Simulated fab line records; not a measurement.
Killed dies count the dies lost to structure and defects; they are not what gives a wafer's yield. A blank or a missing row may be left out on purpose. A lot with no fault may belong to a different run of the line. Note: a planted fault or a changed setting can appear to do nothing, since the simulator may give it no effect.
The tool behind it: which one? + flow berkeley-cmos170 + 21 wafers sampled from 7 lots at 1 step of a route of 331

## WHAT EACH GAUGE READ, for each wafer
UCB170_START_THK_MEAS_03.
| lot  | measured    | on            | START_OXIDE_THK (nm) |
|------|-------------|---------------|----------------------|
| L145 | day 1 20:43 | film-metro-03 | 20.0 20.3 19.6       |
| L147 | day 2 06:31 | film-metro-03 | 19.4 19.3 19.7       |
| L150 | day 2 17:48 | film-metro-03 | 20.0 19.9 19.7       |
| L152 | day 3 06:38 | film-metro-03 | 20.1 20.3 20.2       |
| L155 | day 3 21:47 | film-metro-02 | 20.4 20.1 20.4       |
| L162 | day 5 11:30 | film-metro-02 | 19.8 19.5 20.0       |
| L167 | day 6 11:25 | film-metro-01 | 19.8 20.0 19.9       |

## WHICH TOOL RAN EACH LOT (tool, then ch and the chambers of the sampled wafers, then the start)
No process step before these readings appears in the record.

## THE ANSWER, worked out from the rows above alone
Rule: usual is defined by the lots themselves. Put in order of their means at a reading, lots are off if they are a third of the lots or fewer, leave a main group of 4 or more, and stand apart from it by a gap of 3 or more times the standard deviation of the main group's means; of several such gaps the widest counts. If all means in a main group match to the digits the tables above print for the reading, that group is not used. Also off: a lot with no number at a reading for which 4 or more lots have one. Any other lot the step has rows for is counted as sound.
No lot is off at any reading shown: from this, nothing can be told.

## WHAT THE SIMULATOR HAD PUT IN
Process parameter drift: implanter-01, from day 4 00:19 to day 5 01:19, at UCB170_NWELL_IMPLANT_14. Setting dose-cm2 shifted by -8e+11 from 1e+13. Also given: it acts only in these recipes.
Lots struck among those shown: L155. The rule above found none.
